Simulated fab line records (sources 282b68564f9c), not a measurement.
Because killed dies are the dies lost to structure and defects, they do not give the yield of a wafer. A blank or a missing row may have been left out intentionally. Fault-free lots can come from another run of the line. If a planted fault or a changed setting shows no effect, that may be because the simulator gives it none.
Shared-tool check | flow rit-cmos | 14 lots, 42 wafers sampled

WHAT PROMPTED THE OPENING
2 of 14 lots carry a flag on the reading PWELL_TW at RIT_PWELL_TW_MEAS_10. No-fault wafers: 953, standard deviation 6.8.
Rule: a lot is flagged in two cases, either no wafer of it has a number, or all its wafers with numbers fall more than 4 standard deviations from that mean. As for the other lots, they are considered sound.

lot  | measured    | on            | PWELL_TW, wafer by wafer | flag
L639 | day 2 05:43 | film-metro-03 | 967 968 971              |
L640 | day 2 09:13 | film-metro-04 | 946 948 944              |
L641 | day 2 16:25 | film-metro-02 | 950 954 952              |
L643 | day 3 02:20 | film-metro-04 | 937 942 943              |
L644 | day 3 06:22 | film-metro-04 | 942 943 943              |
L645 | day 3 12:02 | film-metro-02 | 951 953 958              |
L647 | day 3 22:37 | film-metro-04 | 948 946 949              |
L653 | day 5 02:25 | film-metro-04 | 947 950 948              |
L656 | day 5 20:49 | film-metro-02 | 30 30 30                 | FLAGGED
L658 | day 6 09:10 | film-metro-04 | 943 941 943              |
L657 | day 6 09:24 | film-metro-02 | 30 30 30                 | FLAGGED
L659 | day 6 14:34 | film-metro-02 | 953 954 956              |
L661 | day 7 02:31 | film-metro-04 | 949 955 950              |
L660 | day 7 02:44 | film-metro-02 | 955 957 955              |
On average the flagged lots read 30, which is -923 against the usual, or -99 or more standard deviations.

WHICH TOOL RAN EACH LOT
Before the reading, the record contains 2 process steps out of a 202-step route. Each cell gives the tool, then ch followed by the chambers the sampled wafers passed through, then the start.
lot  | flag    | RIT_NWELL_STRIP_09                  | RIT_PWELL_STRIP_09
L639 |         | plasma-asher-03 ch 0,1, day 2 03:59 | plasma-asher-01 ch 0,1, day 2 05:32
L640 |         | plasma-asher-04 ch 1, day 2 07:22   | plasma-asher-01 ch 0,1, day 2 09:02
L641 |         | plasma-asher-04 ch 0,1, day 2 14:29 | plasma-asher-02 ch 0,1, day 2 16:15
L643 |         | plasma-asher-04 ch 0,1, day 3 00:24 | plasma-asher-01 ch 0,1, day 3 02:10
L644 |         | plasma-asher-02 ch 0,1, day 3 04:31 | plasma-asher-02 ch 0,1, day 3 06:11
L645 |         | plasma-asher-04 ch 0,1, day 3 10:10 | plasma-asher-03 ch 0,1, day 3 11:51
L647 |         | plasma-asher-04 ch 0,1, day 3 20:45 | plasma-asher-03 ch 0,1, day 3 22:29
L653 |         | plasma-asher-03 ch 0,1, day 5 00:41 | plasma-asher-03 ch 0,1, day 5 02:14
L656 | FLAGGED | plasma-asher-04 ch 0,1, day 5 18:58 | plasma-asher-01 ch 0,1, day 5 20:39
L658 |         | plasma-asher-02 ch 0,1, day 6 07:21 | plasma-asher-02 ch 0,1, day 6 09:02
L657 | FLAGGED | plasma-asher-04 ch 0,1, day 6 07:32 | plasma-asher-01 ch 0,1, day 6 09:13
L659 |         | plasma-asher-04 ch 0,1, day 6 12:42 | plasma-asher-01 ch 0,1, day 6 14:22
L661 |         | plasma-asher-04 ch 0,1, day 7 00:39 | plasma-asher-03 ch 0,1, day 7 02:19
L660 |         | plasma-asher-03 ch 0,1, day 7 00:53 | plasma-asher-02 ch 0,1, day 7 02:34
These steps, and what they do:
- RIT_NWELL_STRIP_09: strips in O2, time 180 s.
- RIT_PWELL_STRIP_09: strips in O2, time 180 s.
- RIT_PWELL_TW_MEAS_10

FLAGGED OVER TOTAL, TOOL BY TOOL (the gauges that took the reading come last)
step                 | tool            | lots run | flagged | share of the flagged lots | sound lots run after its first flagged lot
RIT_NWELL_STRIP_09   | plasma-asher-02 | 2        | 0       | none                      | -
RIT_NWELL_STRIP_09   | plasma-asher-03 | 3        | 0       | none                      | -
RIT_NWELL_STRIP_09   | plasma-asher-04 | 9        | 2       | all                       | 2 (L659,L661)
RIT_PWELL_STRIP_09   | plasma-asher-01 | 6        | 2       | all                       | 1 (L659)
RIT_PWELL_STRIP_09   | plasma-asher-02 | 4        | 0       | none                      | -
RIT_PWELL_STRIP_09   | plasma-asher-03 | 4        | 0       | none                      | -
RIT_PWELL_TW_MEAS_10 | film-metro-02   | 6        | 2       | all                       | 2 (L659,L660)
RIT_PWELL_TW_MEAS_10 | film-metro-03   | 1        | 0       | none                      | -
RIT_PWELL_TW_MEAS_10 | film-metro-04   | 7        | 0       | none                      | -

WHAT THE TABLE ALLOWS
3 rows of the table ran every flagged lot: plasma-asher-04 at RIT_NWELL_STRIP_09, plasma-asher-01 at RIT_PWELL_STRIP_09, film-metro-02 at RIT_PWELL_TW_MEAS_10.
- plasma-asher-04 at RIT_NWELL_STRIP_09 ran 9 lots, 2 of them flagged. Lots that were sound ran on it after the first flagged one (L659, L661); a persistent fault on the entire tool would not allow that. On the flagged lots its readings are blank where sound lots have values: chamber-pressure-mTorr, drypump-motor-current-A.
- plasma-asher-01 at RIT_PWELL_STRIP_09 ran 6 lots, 2 of them flagged. Lots that were sound ran on it after the first flagged one (L659); a persistent fault on the entire tool would not allow that.
- film-metro-02 at RIT_PWELL_TW_MEAS_10 ran 6 lots, 2 of them flagged. Lots that were sound ran on it after the first flagged one (L659, L660); a persistent fault on the entire tool would not allow that.
No row of the table ran every flagged lot and no sound lot after the first.

WHAT THE SIMULATOR HAD PUT IN
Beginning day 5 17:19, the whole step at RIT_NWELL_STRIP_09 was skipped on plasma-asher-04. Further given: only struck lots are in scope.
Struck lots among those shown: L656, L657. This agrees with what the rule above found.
